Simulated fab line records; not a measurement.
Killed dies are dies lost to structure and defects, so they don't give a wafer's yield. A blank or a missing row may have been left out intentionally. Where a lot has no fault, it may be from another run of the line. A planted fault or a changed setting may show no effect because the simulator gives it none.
Lot-split experiment -- flow berkeley cmos170 -- on a route of 331 steps: 5 lots, 23 wafers read

## SPLIT DETAILS
At UCB170_NWELL_IMPLANT_14, the setting energy kev was moved away from the recipe's 150 on 8 of the 23 wafers read, by -5.5% to +4.3%. The other wafers ran this setting at the recipe's value.

The reading is taken at the split's own step.

## THE READING
implant.drp nm (the simulator's own value, which no gauge read), in nm, at UCB170_NWELL_IMPLANT_14. The file gives no usual value for it.

wafer,"tool, chamber at the split",energy kev as run,against the recipe,"implant.drp nm, nm",against lot-mates on the recipe
L077.1,"implanter-03, 0",150,recipe,62.72,-
L077.3,"implanter-03, 0",150,recipe,62.72,-
L077.4,"implanter-03, 0",143.6,-4.3%,60.62,-2.10
L077.5,"implanter-03, 0",143.6,-4.3%,60.62,-2.10
L077.6,"implanter-03, 0",143.6,-4.3%,60.62,-2.10
L078.1,"implanter-02, 0",150,recipe,62.72,-
L078.3,"implanter-02, 0",150,recipe,62.72,-
L078.5,"implanter-02, 0",150,recipe,62.72,-
L078.4,"implanter-02, 0",141.8,-5.5%,60.02,-2.70
L078.6,"implanter-02, 0",141.8,-5.5%,60.02,-2.70
L079.1,"implanter-03, 0",150,recipe,62.72,-
L079.2,"implanter-03, 0",150,recipe,62.72,-
L079.3,"implanter-03, 0",150,recipe,62.72,-
L079.4,"implanter-03, 0",150,recipe,62.72,-
L079.5,"implanter-03, 0",150,recipe,62.72,-
L081.1,"implanter-02, 0",150,recipe,62.72,-
L081.3,"implanter-02, 0",150,recipe,62.72,-
L081.6,"implanter-02, 0",150,recipe,62.72,-
L083.1,"implanter-03, 0",150,recipe,62.72,-
L083.4,"implanter-03, 0",150,recipe,62.72,-
L083.3,"implanter-03, 0",156.4,+4.3%,64.72,+2.00
L083.5,"implanter-03, 0",156.4,+4.3%,64.72,+2.00
L083.6,"implanter-03, 0",156.4,+4.3%,64.72,+2.00

THE FIT
A straight line over all 23 wafers: implant.drp nm changes by +0.484 nm for each +1% of energy kev; r = +1.00; the points scatter about the line by 0.027 nm.
The same after taking each lot's own level away (the mean of its wafers on the recipe; 23 wafers): +0.484 nm for each +1%; r = +1.00; scatter 0.027 nm.
According to that fit, moving energy kev by its largest amount changes the reading by 2.6 nm.
The lots' own levels span 62.720 to 62.720 nm.
Consequently the slope shifts little with the lot-to-lot level, the two slopes agreeing.
Check: for one of the wafers moved furthest among these (-5.5%), held out of the fit, the line's prediction against its lot-mates is -2.66 nm. Against them it came out at -2.7 nm.

## FURTHER SPLITS ON THESE WAFERS
Other splits were also applied to these wafers ahead of the reading. Each is held against what the fit with the lots' levels taken away leaves over:
other split on the same wafers,wafers away from the commonest value,r with implant.drp nm (lot level and that fit taken away)
UCB170_ZERO_COAT_01 resist thk nm,7,-0.26
UCB170_ZERO_EXPOSE_03 dose mj,11,-0.34

## THE WHOLE CHAIN: every reading that the file lists as answering this split, in the file's order
step,what it does,reading,change (the file's fit),r (the file's)
UCB170_NWELL_IMPLANT_14,,"implant.rp nm (the simulator's own value, which no gauge read)",+1.98 nm for each +1% of the setting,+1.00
UCB170_NWELL_IMPLANT_14,,"implant.drp nm (the simulator's own value, which no gauge read)",+0.487 nm for each +1% of the setting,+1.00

## THE FILE'S OWN FIT
implant.drp nm changes by +0.487 nm for each +1% of energy kev, r = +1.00.
